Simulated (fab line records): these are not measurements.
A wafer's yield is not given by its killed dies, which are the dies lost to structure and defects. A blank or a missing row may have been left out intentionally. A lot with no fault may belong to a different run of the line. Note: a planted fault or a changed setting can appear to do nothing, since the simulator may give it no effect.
Which tool is to blame?	flow rit cmos	15 lots with 45 wafers sampled at 2 steps, on a route of 202 steps

== WHAT EACH GAUGE READ, for each wafer ==
RIT_SPACER_THK_MEAS_04. Usual: SPACER_NITRIDE_THK gives 251.0 nm (standard deviation 2.4).
lot	measured	on	SPACER_NITRIDE_THK (nm)	flag
L912	day 3 01:26	film metro-02	252.9 254.0 252.6	
L913	day 3 07:28	film metro-01	251.5 251.8 251.3	
L914	day 3 09:22	film metro-01	251.2 251.4 248.3	
L915	day 3 13:32	film metro-04	251.4 252.6 252.3	
L916	day 3 20:52	film metro-01	250.7 250.0 248.6	
L917	day 4 03:29	film metro-02	250.8 251.2 252.0	
L918	day 4 05:38	film metro-02	248.1 248.8 247.5	
L919	day 4 14:47	film metro-02	250.7 248.9 248.7	
L921	day 5 04:46	film metro-04	499.4 499.4 498.8	OFF
L922	day 5 07:14	film metro-02	250.4 248.8 250.4	
L923	day 5 11:58	film metro-02	502.4 503.2 502.2	OFF
L925	day 5 19:54	film metro-02	248.9 249.9 248.2	
L928	day 6 11:55	film metro-04	503.1 499.0 499.4	OFF
L933	day 7 10:22	film metro-04	251.8 252.0 250.7	
L935	day 7 21:26	film metro-01	251.8 252.9 251.1	

== WHAT TOOL EACH LOT RAN ON (gives the tool, then ch and the chambers of the sampled wafers, and finally the start) ==
lot	RIT_SPACER_CVD_03
L912	lpcvd-01 ch 0, day 2 23:31
L913	lpcvd-01 ch 0, day 3 05:32
L914	lpcvd-01 ch 1, day 3 07:27
L915	lpcvd-01 ch 1, day 3 11:37
L916	lpcvd-02 ch 1, day 3 18:57
L917	lpcvd-01 ch 0, day 4 01:34
L918	lpcvd-01 ch 1, day 4 03:44
L919	lpcvd-01 ch 0, day 4 12:51
L921	lpcvd-02 ch 0, day 5 00:07 and lpcvd-01 ch 0, day 5 02:51
L922	lpcvd-01 ch 0, day 5 05:19
L923	lpcvd-02 ch 0, day 5 07:58
L925	lpcvd-02 ch 1, day 5 17:58
L928	lpcvd-02 ch 0, day 6 06:00
L933	lpcvd-01 ch 1, day 7 08:26
L935	lpcvd-01 ch 1, day 7 19:31
- RIT_SPACER_CVD_03: deposits Si3N4 from SiH2Cl2/NH3, target thk 250 nm, time 3300 s.

== AS READ BY THE TOOLS THEMSELVES (means over the sampled wafers that have a number; for cases with no such wafer, the mark the record gives instead) ==
The record holds no such reading with a usual standard deviation.

== THE ANSWER, worked out from the rows above alone ==
Rule: lot off if the mean of its wafers having a number is beyond 3 standard deviations from the usual mean. Also off: a lot with no number at a reading for which 4 or more lots have one. The other lots that the step has rows for count as sound. Order of review: gauges by route order, followed by the tools' own readings, for which a lot's mean as printed above is used. The first step at which some lot is off is used, and at that step the reading that is off furthest; a lot without a number counts as furthest.
Off: at RIT_SPACER_THK_MEAS_04 (SPACER_NITRIDE_THK), L921, L923, L928.
If a tool, at a process step before that reading, ran all the lots that are off and no sound lot after the first of them, it fits. Those tools and the gauges at RIT_SPACER_THK_MEAS_04 are tried in the same way. Not one of the candidates tried fits.

== WHAT THE SIMULATOR PUT IN ==
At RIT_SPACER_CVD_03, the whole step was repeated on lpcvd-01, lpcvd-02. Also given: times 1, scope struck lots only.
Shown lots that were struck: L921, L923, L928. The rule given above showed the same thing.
